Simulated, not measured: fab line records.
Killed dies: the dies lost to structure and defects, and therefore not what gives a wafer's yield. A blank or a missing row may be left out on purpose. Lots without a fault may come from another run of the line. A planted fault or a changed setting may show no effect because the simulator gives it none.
fab line records | flow rit-cmos
[record] lots = 5 wafers = 15 last-day = 6
route steps=202 shown SPACER@128 NSD@131
lots untouched by any fault: they come from a run of this same line in which no faults occurred
start-h: the number of hours between the record's first day and the start of the first shown wafer of the lot | wait-h: how many hours have passed since the lot's step before this one | " as in the row above | L1.1+2: a single row standing in for several wafers | - no value, or no start was given | * or withheld: withheld | < > ~ a bound
route shown NAME@n: names a module that has steps shown in the file, with the first one's number in the route | usual: mean and standard deviation over wafers with no fault | same: alike in all rows | chamber/n: place in a boat | sites: readings site by site | _std_site: their standard deviation | _edge_site: mean of outer sites minus mean of inner sites | radius-mm: how far each site lies from the wafer's centre | mask NAME#n: copy n | behind: the tool/chamber that last shaped the wafer | hold: cause of the lot's hold/its duration in hours/its outcome | device: which transistor (n, p or np) failed to switch | end of line: the route-end tests of the same wafers | a step given without rows: its recipe and nothing more | killed: the dies lost at the first sort to structure and to defects; this is not the yield of the wafer | map: a wafer's dies, marking killed ones x, the rest . and places with no die _
set.NAME: the run value of the setting; set.NAME@STEP: its run value at that earlier step | model.NAME: the simulator's own value behind a step, which no gauge read
lots at selected steps of the route; one table per step, one row per wafer
services: from which hour (start-h, from the record's first day; less than 0 if before it) a tool's chamber was out of use, for how many hours, and why
[[steps]]
[step RIT_SPACER_CVD_03]
[recipe] material = Si3N4 target-thk-nm = 250 temp-c = 810 precursor = SiH2Cl2/NH3 time-s = 3300 pressure-mtorr = 300 sih2cl2-flow-sccm = 60 nh3-flow-sccm = 150
[usual] spike-tc-source-C = 832.0/2.8 susceptor-temp-C = 810.0/0.34
[same] time-s = 3300
// columns lot.wafer tool chamber start-h wait-h spike-tc-source-C susceptor-temp-C
L075.1 lpcvd-01 0 48.30 0.0 832.0 810.5
L075.2 " 0 " " 830.3 809.8
L075.4 " 0 " " 830.7 810.4
L078.1 lpcvd-02 1 65.45 0.0 835.0 809.5
L078.3 " 1 " " 832.8 810.0
L078.4 " 1 " " 834.0 809.6
L082.1 lpcvd-01 0 84.80 0.0 832.5 810.2
L082.5 " 0 " " 834.8 810.5
L082.6 " 0 " " 832.8 810.4
L084.1 lpcvd-02 1 93.88 0.0 832.4 809.7
L084.2 " 1 " " 834.5 809.9
L084.5 " 1 " " 835.0 809.7
L090.1 lpcvd-01 1 124.14 0.0 828.7 809.9
L090.3 " 1 " " 829.3 809.9
L090.5 " 1 " " 826.2 809.8
[step RIT_SPACER_THK_MEAS_04]
[recipe] reads = Si3N4_of_SPACER_CVD_03
[usual] SPACER_NITRIDE_THK = 248.8/2.8
// columns lot.wafer tool chamber start-h wait-h SPACER_NITRIDE_THK[nm]
L075.1 film-metro-04 - 50.21 0.0 251.0
L075.2 " - " " 252.1
L075.4 " - " " 250.2
L078.1 film-metro-03 - 67.37 0.0 247.9
L078.3 " - " " 247.0
L078.4 " - " " 247.3
L082.1 film-metro-03 - 86.72 0.0 250.4
L082.5 " - " " 251.5
L082.6 " - " " 252.9
L084.1 film-metro-03 - 95.79 0.0 254.5
L084.2 " - " " 255.4
L084.5 " - " " 251.8
L090.1 film-metro-01 - 126.06 0.0 249.3
L090.3 " - " " 249.4
L090.5 " - " " 249.8
[step RIT_SPACER_ETCHBACK_05]
[recipe] target-depth-a = 2500 SF6_flow_sccm = 30 CHF3_flow_sccm = 30 target = Si3N4 chemistry = SF6/CHF3 pressure-mtorr = 40 rf-w = 250 time-s = 240 stop-on = SiO2
[usual] drypump-motor-current-A = 5.80/0.28 oes-product-au = 0.845/0.012 throttle-valve-pct = 10.27/0.12
[same] time-s = 240
// columns lot.wafer tool chamber start-h wait-h drypump-motor-current-A oes-product-au rf-hours-counter-h throttle-valve-pct
L075.1 rie-diel-02 2 50.27 0.1 5.92 0.860 137 10.13
L075.2 " 1 " " 5.90 0.846 96 10.32
L075.4 " 1 " " 5.91 0.846 - 10.33
L078.1 rie-diel-04 3 67.43 0.1 5.40 0.872 92 10.37
L078.3 " 1 " " 5.45 0.842 108 10.25
L078.4 " 3 " " 5.36 0.863 - 10.39
L082.1 rie-diel-04 3 86.78 0.1 5.34 0.871 93 10.38
L082.5 " 0 " " 5.91 0.843 - 10.06
L082.6 " 1 " " 5.44 0.863 - 10.27
L084.1 rie-diel-03 1 95.85 0.1 6.22 0.850 2 10.23
L084.2 " 3 " " 5.86 0.847 85 10.25
L084.5 " 1 " " 6.23 0.845 - 10.23
L090.1 rie-diel-02 2 126.12 0.1 5.89 0.859 138 10.14
L090.3 " 1 " " 5.92 0.840 98 10.33
L090.5 " 0 " " 5.61 0.839 - 10.48
[step RIT_NSD_HMDS_00]
[recipe] prime-time-s = 60 prime-temp-c = 140
// columns lot.wafer tool chamber start-h wait-h
L075.1+2+4 litho-track-03 0 50.42 0.1
L078.1+3+4 litho-track-01 0 67.58 0.1
L082.1+5+6 litho-track-02 0 86.93 0.1
L084.1+2+5 litho-track-02 0 96.00 0.1
L090.1+3+5 litho-track-01 0 126.27 0.1
[step RIT_NSD_COAT_01]
[recipe] resist = NOVOLAK spin-rpm = 3250 resist-thk-nm = 1000
[usual] dispense-pressure-kPa = 50/3.4
// columns lot.wafer tool chamber start-h wait-h dispense-pressure-kPa
L075.1 litho-track-03 0 50.57 0.1 50
L075.2 " 0 " " 50
L075.4 " 0 " " 50
L078.1 litho-track-01 0 67.73 0.1 45
L078.3 " 0 " " 45
L078.4 " 0 " " 45
L082.1 litho-track-02 0 87.08 0.1 53
L082.5 " 0 " " 53
L082.6 " 0 " " 53
L084.1 litho-track-02 0 96.15 0.1 53
L084.2 " 0 " " 53
L084.5 " 0 " " 53
L090.1 litho-track-01 0 126.42 0.1 45
L090.3 " 0 " " 45
L090.5 " 0 " " 45
[step RIT_NSD_SOFTBAKE_02]
[recipe] resist = NOVOLAK temp-c = 90 time-s = 60
[same] time-s = 60
// columns lot.wafer tool chamber start-h wait-h
L075.1+2+4 litho-track-03 0 50.72 0.1
L078.1+3+4 litho-track-01 0 67.88 0.1
L082.1+5+6 litho-track-02 0 87.23 0.1
L084.1+2+5 litho-track-02 0 96.30 0.1
L090.1+3+5 litho-track-01 0 126.57 0.1
[step RIT_NSD_EXPOSE_03]
[recipe] mask-id = M9 na = 0.57 target-cd-nm = 40700 dose-mj = 250
[usual] exposure-dose-mJ-cm2 = 249.99/0.25
// columns lot.wafer tool chamber start-h wait-h mask exposure-dose-mJ-cm2
L075.1 iline-stepper-02 0 50.87 0.1 M9#0 250.03
L075.2 " 0 " " M9#0 250.13
L075.4 " 0 " " M9#0 249.95
L078.1 iline-stepper-02 0 68.03 0.1 M9#0 250.13
L078.3 " 0 " " M9#0 249.86
L078.4 " 0 " " M9#0 250.21
L082.1 iline-stepper-02 0 87.38 0.1 M9#0 249.71
L082.5 " 0 " " M9#0 249.75
L082.6 " 0 " " M9#0 249.67
L084.1 iline-stepper-02 0 96.45 0.1 M9#0 250.20
L084.2 " 0 " " M9#0 250.54
L084.5 " 0 " " M9#0 250.10
L090.1 iline-stepper-02 0 126.85 0.2 M9#0 250.19
L090.3 " 0 " " M9#0 250.13
L090.5 " 0 " " M9#0 249.93
[[services]]
// columns tool chamber start-h hours kind
rie-diel-02 0 29.21 22.4 repair
lpcvd-02 - 37.68 1.6 repair
rie-diel-04 2 39.99 5.4 repair
rie-diel-04 2 52.61 22.1 repair
rie-diel-02 3 54.94 3.4 repair
rie-diel-04 0 58.21 4.0 repair
rie-diel-02 - 74.91 2.8 pm
rie-diel-03 0 93.90 - clean
rie-diel-03 0 93.90 16.7 scheduled-down
rie-diel-03 0 93.90 16.7 vent-cycle
iline-stepper-02 - 96.81 14.0 repair
rie-diel-04 0 110.72 3.3 repair
rie-diel-02 0 121.05 3.6 repair
[[key]]
fault none
